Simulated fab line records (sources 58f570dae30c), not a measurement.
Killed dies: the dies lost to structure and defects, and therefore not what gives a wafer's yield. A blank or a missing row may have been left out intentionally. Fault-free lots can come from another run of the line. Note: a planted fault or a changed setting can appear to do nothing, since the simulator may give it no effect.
Which tool was responsible? + flow berkeley_cmos170 + 15 lots with 45 wafers sampled at 5 steps, on a route of 331 steps

WHAT THE GAUGES READ, wafer by wafer
UCB170_NSD_OVL_MEAS_07.
| lot  | measured     | on         | NSD_OVL (nm) |
|------|--------------|------------|--------------|
| L546 | day 6 09:52  | overlay-01 | -8 -6 -6     |
| L547 | day 6 19:55  | overlay-02 | -2 1 -7      |
| L551 | day 7 00:14  | overlay-02 | -4 4 2       |
| L549 | day 7 00:30  | overlay-02 | -3 -6 -5     |
| L553 | day 7 17:30  | overlay-01 | -9 -1 -9     |
| L552 | day 7 17:47  | overlay-01 | 0 -3 -4      |
| L555 | day 8 14:56  | overlay-02 | 4 -4 3       |
| L554 | day 8 15:20  | overlay-01 | -11 -5 -9    |
| L556 | day 9 00:59  | overlay-01 | -5 -6 -8     |
| L557 | day 9 01:16  | overlay-02 | -14 -5 -1    |
| L559 | day 9 18:43  | overlay-02 | -6 -10 -2    |
| L564 | day 10 16:09 | overlay-01 | -4 0 -4      |
| L562 | day 10 16:25 | overlay-01 | -1 5 -3      |
| L567 | day 11 08:35 | overlay-01 | 1 2 0        |
| L569 | day 12 14:10 | overlay-02 | -12 -14 -7   |

UCB170_V2_OVL_MEAS_13.
| lot  | measured     | on         | V2_OVL (nm) |
|------|--------------|------------|-------------|
| L546 | day 7 07:17  | overlay-01 | -12 -8 -8   |
| L547 | day 7 18:35  | overlay-01 | -7 -2 13    |
| L551 | day 7 23:08  | overlay-01 | -12 -3 -4   |
| L549 | day 7 23:25  | overlay-02 | 4 9 8       |
| L553 | day 8 17:37  | overlay-02 | -11 -11 -11 |
| L552 | day 8 18:19  | overlay-02 | 6 -6 -11    |
| L555 | day 9 13:53  | overlay-02 | 0 3 -4      |
| L554 | day 9 15:34  | overlay-01 | 3 13 -4     |
| L556 | day 10 01:01 | overlay-01 | 7 9 -6      |
| L557 | day 10 01:53 | overlay-02 | -8 -3 7     |
| L559 | day 10 20:11 | overlay-02 | -3 2 7      |
| L564 | day 11 15:42 | overlay-02 | 14 0 0      |
| L562 | day 11 23:58 | overlay-02 | -7 -3 -6    |
| L567 | day 12 12:26 | overlay-02 | -2 -10 -2   |
| L569 | day 13 12:14 | overlay-01 | -2 -6 -1    |

WHICH TOOL RAN EACH LOT (tool, then ch and the chambers of the sampled wafers, then the start)
| lot  | UCB170_M1_ETCH_11                  | UCB170_V1_ETCH_14                  | UCB170_V1_STRIP_15                   |
|------|------------------------------------|------------------------------------|--------------------------------------|
| L546 | rie_diel-03 ch 0,1, day 6 19:05    | rie_diel-03 ch 1,2,3, day 7 02:00  | plasma_asher-02 ch 0,1, day 7 02:13  |
| L547 | rie_diel-03 ch 0,1,2, day 7 04:50  | rie_diel-03 ch 0,1,3, day 7 12:51  | plasma_asher-03 ch 0,1, day 7 13:04  |
| L551 | rie_diel-01 ch 1,2,3, day 7 08:58  | rie_diel-02 ch 0,1,3, day 7 18:05  | plasma_asher-03 ch 0,1, day 7 18:16  |
| L549 | rie_diel-03 ch 2,3, day 7 10:19    | rie_diel-04 ch 0,2, day 7 18:22    | plasma_asher-02 ch 0,1, day 7 18:32  |
| L553 | rie_diel-01 ch 1,3, day 8 01:41    | rie_diel-03 ch 1,2,3, day 8 12:17  | plasma_asher-02 ch 0,1, day 8 12:27  |
| L552 | rie_diel-03 ch 0,3, day 8 02:04    | rie_diel-02 ch 1,2, day 8 12:31    | plasma_asher-03 ch 0,1, day 8 12:42  |
| L555 | rie_diel-01 ch 0,1, day 8 23:17    | rie_diel-04 ch 1,2,3, day 9 08:34  | plasma_asher-03 ch 0,1, day 9 08:45  |
| L554 | rie_diel-03 ch 0,2,3, day 8 23:34  | rie_diel-03 ch 0,1,3, day 9 08:49  | plasma_asher-01 ch 0,1, day 9 08:59  |
| L556 | rie_diel-04 ch 0,2,3, day 9 12:04  | rie_diel-04 ch 0,1,3, day 9 19:31  | plasma_asher-01 ch 0,1, day 9 19:44  |
| L557 | rie_diel-03 ch 0,1,2, day 9 11:47  | rie_diel-02 ch 0,1, day 9 19:46    | plasma_asher-02 ch 0,1, day 9 19:56  |
| L559 | rie_diel-03 ch 0,1,3, day 10 03:47 | rie_diel-04 ch 0,1, day 10 10:21   | plasma_asher-02 ch 0,1, day 10 10:34 |
| L564 | rie_diel-04 ch 0,1,3, day 11 01:37 | rie_diel-04 ch 0,3, day 11 06:45   | plasma_asher-03 ch 0,1, day 11 06:58 |
| L562 | rie_diel-01 ch 1,2,3, day 11 01:59 | rie_diel-04 ch 0,2,3, day 11 17:13 | plasma_asher-03 ch 0,1, day 11 17:24 |
| L567 | rie_diel-03 ch 0,1,2, day 11 21:19 | rie_diel-02 ch 1,2, day 12 05:05   | plasma_asher-02 ch 0,1, day 12 05:16 |
| L569 | rie_diel-03 ch 0,2,3, day 13 00:01 | rie_diel-02 ch 0,1,3, day 13 04:23 | plasma_asher-01 ch 0,1, day 13 04:35 |
- UCB170_M1_ETCH_11: etches BARC in N2/H2.
- UCB170_V1_ETCH_14: etches SiO2 in CHF3/CF4/Ar, stops on Al, target depth 1250 nm, time 291 s.
- UCB170_V1_STRIP_15: strips in O2.

AS READ BY THE TOOLS THEMSELVES (means over the sampled wafers that have a number; for cases with no such wafer, the mark the record gives instead)
UCB170_M1_ETCH_11.
| lot  | tool        | drypump_motor_current_A (A) | oes_product_au (a.u.) | throttle_valve_pct (%) |
|------|-------------|-----------------------------|-----------------------|------------------------|
| L546 | rie_diel-03 | 5.2                         | 0.985                 | 13.06                  |
| L547 | rie_diel-03 | 5.6                         | 0.979                 | 13.01                  |
| L551 | rie_diel-01 | 5.4                         | 1.017                 | 13.33                  |
| L549 | rie_diel-03 | 5.4                         | 0.989                 | 13.11                  |
| L553 | rie_diel-01 | 5.1                         | 1.018                 | 13.33                  |
| L552 | rie_diel-03 | 5.1                         | 0.981                 | 13.09                  |
| L555 | rie_diel-01 | 6.0                         | 1.016                 | 13.41                  |
| L554 | rie_diel-03 | 5.5                         | 0.984                 | 13.02                  |
| L556 | rie_diel-04 | 5.9                         | 0.982                 | 13.24                  |
| L557 | rie_diel-03 | 5.5                         | 0.985                 | 13.00                  |
| L559 | rie_diel-03 | 5.2                         | 0.989                 | 13.09                  |
| L564 | rie_diel-04 | 6.0                         | 0.977                 | 13.21                  |
| L562 | rie_diel-01 | 5.4                         | 1.023                 | 13.33                  |
| L567 | rie_diel-03 | 5.5                         | 1.001                 | 13.00                  |
| L569 | rie_diel-03 | 5.6                         | 0.996                 | 13.02                  |

UCB170_V1_ETCH_14.
| lot  | tool        | CHF3_flow_sccm (sccm) | drypump_motor_current_A (A) | oes_product_au (a.u.) | throttle_valve_pct (%) |
|------|-------------|-----------------------|-----------------------------|-----------------------|------------------------|
| L546 | rie_diel-03 | 44.82                 | 5.5                         | 0.868                 | 6.85                   |
| L547 | rie_diel-03 | 45.01                 | 5.1                         | 0.865                 | 6.86                   |
| L551 | rie_diel-02 | 45.04                 | 6.3                         | 0.859                 | 6.83                   |
| L549 | rie_diel-04 | 44.94                 | 6.2                         | 0.880                 | 6.84                   |
| L553 | rie_diel-03 | 44.99                 | 5.5                         | 0.863                 | 6.84                   |
| L552 | rie_diel-02 | 44.86                 | 6.2                         | 0.858                 | 6.85                   |
| L555 | rie_diel-04 | 44.96                 | 6.1                         | 0.875                 | 6.86                   |
| L554 | rie_diel-03 | 44.88                 | 5.2                         | 0.857                 | 6.85                   |
| L556 | rie_diel-04 | 44.92                 | 6.0                         | 0.874                 | 6.92                   |
| L557 | rie_diel-02 | 44.90                 | 6.6                         | 0.868                 | 6.80                   |
| L559 | rie_diel-04 | 45.02                 | 6.2                         | 0.874                 | 6.90                   |
| L564 | rie_diel-04 | 45.05                 | 5.7                         | 0.872                 | 7.00                   |
| L562 | rie_diel-04 | 45.05                 | 5.9                         | 0.876                 | 6.93                   |
| L567 | rie_diel-02 | 44.99                 | 5.8                         | 0.859                 | 6.93                   |
| L569 | rie_diel-02 | 44.94                 | 6.3                         | 0.865                 | 6.83                   |

UCB170_V1_STRIP_15.
| lot  | tool            | drypump_motor_current_A (A) | oes_product_au (a.u.) | strip_time_to_endpoint_s (s) |
|------|-----------------|-----------------------------|-----------------------|------------------------------|
| L546 | plasma_asher-02 | 5.7                         | 0.725                 | 15.26                        |
| L547 | plasma_asher-03 | 5.8                         | 0.723                 | 15.26                        |
| L551 | plasma_asher-03 | 5.8                         | 0.722                 | 15.24                        |
| L549 | plasma_asher-02 | 6.1                         | 0.726                 | 15.59                        |
| L553 | plasma_asher-02 | 5.7                         | 0.725                 | 15.24                        |
| L552 | plasma_asher-03 | 5.8                         | 0.722                 | 15.24                        |
| L555 | plasma_asher-03 | 5.8                         | 0.719                 | 15.45                        |
| L554 | plasma_asher-01 | 4.9                         | 0.724                 | 15.20                        |
| L556 | plasma_asher-01 | 5.0                         | 0.721                 | 15.35                        |
| L557 | plasma_asher-02 | 5.7                         | 0.720                 | 15.36                        |
| L559 | plasma_asher-02 | 6.1                         | 0.721                 | 13.10                        |
| L564 | plasma_asher-03 | 5.9                         | 0.719                 | 13.16                        |
| L562 | plasma_asher-03 | 5.9                         | 0.719                 | 13.09                        |
| L567 | plasma_asher-02 | 6.1                         | 0.722                 | 15.18                        |
| L569 | plasma_asher-01 | 5.0                         | 0.720                 | 15.34                        |

THE ANSWER, worked out from the rows above alone
Rule: what is usual is taken from the lots themselves. Put in order of their means at a reading, lots are off if they are a third of the lots or fewer, leave a main group of 4 or more, and stand apart from it by a gap of 3 or more times the standard deviation of the main group's means; of several such gaps the widest counts. A main group is skipped when, at the precision printed for the reading in the tables above, its means are all equal. A lot without any number at a reading at which 4 lots or more have one is off too. Where the step has rows for the other lots, those lots are counted as sound. After the gauges, taken in route order, come the tools' own readings; for these a lot's mean is taken, as printed above. At the first step where some lot is off, the reading lying furthest off is the one used; lots without a number count as furthest.
Off, at UCB170_V1_STRIP_15 on strip_time_to_endpoint_s: L559, L564, L562. The main group has a mean of 15.31 s with a standard deviation of 0.11.
If a tool, at that step or one of the process steps before it, ran each lot that is off and ran no sound lot following the first of them, it fits. One fits: UCB170_V1_ETCH_14 on rie_diel-04. Its last sound lot is L556 (day 9 19:31), its first lot that is off L559 (day 10 10:21): a fault that began between those two fits.

WHAT HAD BEEN PUT IN BY THE SIMULATOR
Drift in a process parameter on rie_diel-04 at UCB170_V1_ETCH_14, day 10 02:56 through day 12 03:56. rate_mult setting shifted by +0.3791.
Lots struck among those shown: L559, L564, L562. The same result came from the rule above.
